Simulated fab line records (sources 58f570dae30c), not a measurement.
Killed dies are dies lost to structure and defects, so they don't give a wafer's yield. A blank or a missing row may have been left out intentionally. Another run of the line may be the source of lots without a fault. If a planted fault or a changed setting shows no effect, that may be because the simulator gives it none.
fab line records | flow berkeley_cmos170
[record] lots = 6 wafers = 18 last_day = 11
route steps=331 shown ACTIVE@70 PFIELD@79
lots that met no fault: taken from a fault-free run of the same line
start_h: the number of hours between the record's first day and the start of the first shown wafer of the lot | wait_h: hours since the lot's step before | " as in the row above | L1.1+2: a single row standing in for several wafers | - either no value or no given start | * or withheld: withheld | < > ~ a bound
route shown NAME@n: NAME is a module with steps in the file, n the number in the route of the first one | usual: mean/standard deviation taken from wafers without a fault | same: alike in all rows | chamber/n: place in a boat | sites: per-site readings | _std_site: standard deviation across them | _edge_site: the outer-site mean with the inner-site mean subtracted | radius_mm: how far each site lies from the wafer's centre | mask NAME#n: copy n | behind: the tool/chamber that last shaped the wafer | hold: reason for holding the lot/hours on hold/outcome of the hold | device: the n, p or np transistor that did not switch | end of line: the same wafers' tests at the end of the route | where a step has no rows: the recipe by itself | killed: at the first sort, the dies lost to defects and structure; wafer yield is something else | map: per-die view of a wafer (x killed, . not killed, _ where there is no die)
set.NAME: setting as actually run; set.NAME@STEP: the setting as run at that earlier step | model.NAME: the simulator's own value behind a step, which no gauge read
lots at some steps of the route; a table a step, a row a wafer
services: from which hour (start_h, from the record's first day; less than 0 if before it) a tool's chamber was out of use, for how many hours, and why
[[steps]]
[step UCB170_ACTIVE_EXPOSE_10]
[recipe] mask_id = ACTIVE target_cd_nm = 1200 na = 0.5 sigma_outer = 0.6 source_shape = conventional dose_mj = 20
[step UCB170_ACTIVE_PEB_11]
[recipe] peb_temp_c = 130 peb_time_s = withheld resist = KrF
[step UCB170_ACTIVE_DEVELOP_12]
[recipe] developer = TMAH develop_time_s = 45 resist = KrF dev_temp_c = 21
[step UCB170_ACTIVE_CD_MEAS_13]
[recipe] target_cd_nm = 1200
[usual] cd_nm = 1199.9/1.4
// columns lot.wafer tool chamber start_h wait_h cd_nm
L721.2 cd_sem-01 - 125.36 - 1201.1
L721.5 " - " " 1202.2
L721.6 " - " " 1201.7
L722.2 cd_sem-01 - 138.36 - 1199.2
L722.3 " - " " 1197.7
L722.6 " - " " 1197.7
L725.2 cd_sem-01 - 152.46 - 1198.9
L725.4 " - " " 1199.1
L725.5 " - " " 1199.6
L733.1 cd_sem-01 - 179.75 - 1201.0
L733.3 " - " " 1200.5
L733.4 " - " " 1200.5
L734.2 cd_sem-02 - 180.04 - 1200.7
L734.5 " - " " 1199.3
L734.6 " - " " 1200.0
L731.4 cd_sem-01 - 180.06 - 1199.8
L731.5 " - " " 1199.1
L731.6 " - " " 1198.0
[step UCB170_ACTIVE_OVL_MEAS_14]
[usual] ACTIVE_OVL = -1/5.4
// columns lot.wafer tool chamber start_h wait_h ACTIVE_OVL[nm]
L721.2 overlay-01 - 125.47 0.1 1
L721.5 " - " " -5
L721.6 " - " " -1
L722.2 overlay-02 - 138.46 0.1 5
L722.3 " - " " -5
L722.6 " - " " -1
L725.2 overlay-01 - 152.57 0.1 -5
L725.4 " - " " -5
L725.5 " - " " -9
L733.1 overlay-01 - 179.87 0.1 -6
L733.3 " - " " -11
L733.4 " - " " -9
L731.4 overlay-01 - 180.13 0.1 -6
L731.5 " - " " -6
L731.6 " - " " -5
L734.2 overlay-02 - 180.15 0.1 -1
L734.5 " - " " 8
L734.6 " - " " 4
[step UCB170_ACTIVE_ETCH_15]
[recipe] chemistry = CH3F/Ar/O2 target = Si3N4 stop_on = SiO2 CH3F_flow_sccm = 20 Ar_flow_sccm = 50 O2_flow_sccm = 7 pressure_mtorr = 50 rf_w = 450 target_depth_a = 2420 over_etch_frac = 0.1 time_s = 151
[usual] drypump_motor_current_A = 5.8/0.45 oes_product_au = 0.938/0.015 throttle_valve_pct = 8.11/0.12
[same] over_etch_frac = 0.1
// columns lot.wafer tool chamber start_h wait_h drypump_motor_current_A oes_product_au rf_hours_counter_h throttle_valve_pct
L721.2 rie_diel-02 3 125.50 0.0 6.0 0.920 111 8.08
L721.5 " 3 " " 6.1 0.920 - 8.07
L721.6 " 2 " " 5.3 0.929 - 8.24
L722.2 rie_diel-02 0 138.49 0.0 5.5 0.936 19 8.28
L722.3 " 3 " " 6.1 0.928 112 8.09
L722.6 " 2 " " 5.3 0.925 - 8.23
L725.2 rie_diel-02 2 152.60 0.0 5.3 0.932 36 8.23
L725.4 " 3 " " 6.1 0.914 113 8.10
L725.5 " 0 " " 5.5 0.940 - 8.27
L733.1 rie_diel-03 2 179.90 0.0 6.2 0.917 37 8.15
L733.3 " 1 " " 5.3 0.962 33 7.83
L733.4 " 3 " " 6.0 0.924 41 8.14
L731.4 rie_diel-01 2 180.15 0.0 5.8 0.946 143 8.00
L731.5 " 3 " " 6.3 0.949 - 8.15
L731.6 " 0 " " 5.9 0.946 - 8.25
L734.2 rie_diel-02 2 180.18 0.0 5.3 0.930 37 8.24
L734.5 " 0 " " 5.5 0.940 - 8.27
L734.6 " 3 " " 6.0 0.923 - 8.08
[step UCB170_ACTIVE_STRIP_16]
[recipe] chemistry = O2 power_w = 400 pressure_mtorr = 3500 platen_temp_c = withheld o2_flow_sccm = 400 overash_fraction = 0.5
[usual] drypump_motor_current_A = 5.6/0.32 oes_product_au = 0.721/0.0048 strip_time_to_endpoint_s = 18.37/0.09
// columns lot.wafer tool chamber start_h wait_h drypump_motor_current_A oes_product_au rf_hours_counter_h strip_time_to_endpoint_s
L721.2 plasma_asher-04 1 125.60 0.1 6.2 0.715 42 18.42
L721.5 " 0 " " 5.8 0.724 - 18.45
L721.6 " 1 " " 6.1 0.728 - 18.31
L722.2 plasma_asher-01 1 138.59 0.1 5.2 0.727 2 18.39
L722.3 " 1 " " 5.2 0.721 - 18.41
L722.6 " 0 " " 5.3 0.729 - 18.31
L725.2 plasma_asher-01 0 152.70 0.1 5.3 0.723 4 18.28
L725.4 " 0 " " 5.3 0.722 - 18.31
L725.5 " 1 " " 5.2 0.726 - 18.34
L733.1 plasma_asher-02 1 180.00 0.1 5.4 0.727 48 18.43
L733.3 " 0 " " 5.7 0.720 - 18.39
L733.4 " 1 " " 5.4 0.718 - 18.41
L734.2 plasma_asher-02 0 180.28 0.1 5.7 0.724 48 18.40
L734.5 " 0 " " 5.7 0.724 - 18.44
L734.6 " 1 " " 5.4 0.726 - 18.53
L731.4 plasma_asher-04 0 180.29 0.1 5.7 0.720 - 18.27
L731.5 " 1 " " 6.1 0.723 - 18.24
L731.6 " 0 " " 5.8 0.724 - 18.35
[step UCB170_ACTIVE_CD_MEAS_90]
[recipe] target_cd_nm = 1200
[usual] cd_nm = 1199.8/1.5
// columns lot.wafer tool chamber start_h wait_h cd_nm
L721.2 cd_sem-01 - 125.72 0.1 1201.5
L721.5 " - " " 1202.6
L721.6 " - " " 1201.6
L722.2 cd_sem-01 - 138.71 0.1 1198.6
L722.3 " - " " 1198.3
L722.6 " - " " 1197.5
L725.2 cd_sem-02 - 152.86 0.1 1198.9
L725.4 " - " " 1199.5
L725.5 " - " " 1199.4
L733.1 cd_sem-02 - 180.14 0.1 1200.6
L733.3 " - " " 1200.7
L733.4 " - " " 1200.0
L734.2 cd_sem-01 - 180.41 0.1 1200.5
L734.5 " - " " 1198.9
L734.6 " - " " 1200.2
L731.4 cd_sem-02 - 180.41 0.1 1200.0
L731.5 " - " " 1198.8
L731.6 " - " " 1198.7
[step UCB170_ACTIVE_CLEAN_17]
[recipe] chemistry = SPM temp_c = 120 time_s = 600
[step UCB170_PFIELD_HMDS_00]
[recipe] prime_time_s = 60 prime_temp_c = 100
[step UCB170_PFIELD_COAT_01]
[recipe] resist = KrF spin_rpm = 1500 resist_thk_nm = 900
[step UCB170_PFIELD_SOFTBAKE_02]
[recipe] resist = KrF temp_c = 130 time_s = 60
[step UCB170_PFIELD_EXPOSE_03]
[recipe] mask_id = PFIELD na = 0.5 sigma_outer = 0.6 source_shape = conventional target_cd_nm = 1500 dose_mj = 30
[usual] exposure_dose_mJ_cm2 = 30.000/0.027 focus_offset_nm = 0.1/0.59
// columns lot.wafer tool chamber start_h wait_h mask exposure_dose_mJ_cm2 focus_offset_nm
L721.2 krf_scanner-01 0 126.46 0.1 PFIELD#0 30.041 0.5
L721.5 " 0 " " PFIELD#0 30.028 1.5
L721.6 " 0 " " PFIELD#0 30.016 0.2
L722.2 krf_scanner-02 - 140.63 0.2 PFIELD#0 - -
L722.3 " - " " PFIELD#0 - -
L722.6 " - " " PFIELD#0 - -
L725.2 krf_scanner-01 - 154.37 0.2 PFIELD#0 - -
L725.4 " - " " PFIELD#0 - -
L725.5 " - " " PFIELD#0 - -
L733.1 krf_scanner-01 0 181.01 0.2 PFIELD#0 30.022 0.2
L733.3 " 0 " " PFIELD#0 29.968 -0.2
L733.4 " 0 " " PFIELD#0 29.983 0.1
L731.4 krf_scanner-02 0 181.52 0.2 PFIELD#0 29.986 0.7
L731.5 " 0 " " PFIELD#0 29.973 1.5
L731.6 " 0 " " PFIELD#0 29.987 0.9
L734.2 krf_scanner-01 0 181.72 0.4 PFIELD#0 30.037 -0.3
L734.5 " 0 " " PFIELD#0 29.995 0.0
L734.6 " 0 " " PFIELD#0 30.024 0.2
[step UCB170_PFIELD_PEB_04]
[recipe] peb_temp_c = 130 peb_time_s = withheld resist = KrF
[[services]]
// columns tool chamber start_h hours kind
krf_scanner-02 - 106.79 0.2 repair
plasma_asher-01 - 108.78 9.0 pm
plasma_asher-01 0 108.78 9.0 vent_cycle
plasma_asher-01 1 108.78 9.0 vent_cycle
rie_diel-02 1 115.61 8.8 repair
plasma_asher-01 0 117.78 - clean
plasma_asher-01 1 117.78 - clean
krf_scanner-02 - 119.21 1.3 pm
plasma_asher-04 - 124.88 0.6 repair
rie_diel-01 0 136.68 - clean
rie_diel-01 0 136.68 19.3 scheduled_down
rie_diel-01 0 136.68 19.3 vent_cycle
krf_scanner-01 - 144.90 0.8 pm
krf_scanner-01 - 146.62 1.3 pm
plasma_asher-01 - 165.91 4.3 pm
krf_scanner-02 - 171.65 1.0 pm
rie_diel-02 1 179.63 - clean
rie_diel-02 1 179.63 21.5 scheduled_down
rie_diel-02 1 179.63 21.5 vent_cycle
[[key]]
[first_sign] step = UCB170_PFIELD_EXPOSE_03 reading = tool_record direction = missing
effect none on later readings
met_at UCB170_PFIELD_EXPOSE_03
struck_wafers L722.2,L722.3,L722.6,L725.2,L725.4,L725.5
sort_left_out L722.2,L722.3,L722.6,L725.2,L725.4,L725.5
tester_left_out L722,L725
onset_between 126.46 140.63
[fault] kind = skipped_step_whole tool = krf_scanner-01,krf_scanner-02 chamber = - onset_h = 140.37 steps = UCB170_PFIELD_EXPOSE_03 scope = struck_lots_only
// tester_left_out: of these lots the tester's yield and bins aren't shown, on N5 and GAA mostly nor the transistor test; their killed dies are dies lost to structure and defects alone, not to doping, threshold or leakage, so they don't give the yield
// sort_left_out: the simulated sort isn't trusted on such a fault, so these wafers' sort isn't shown, and their yield isn't known
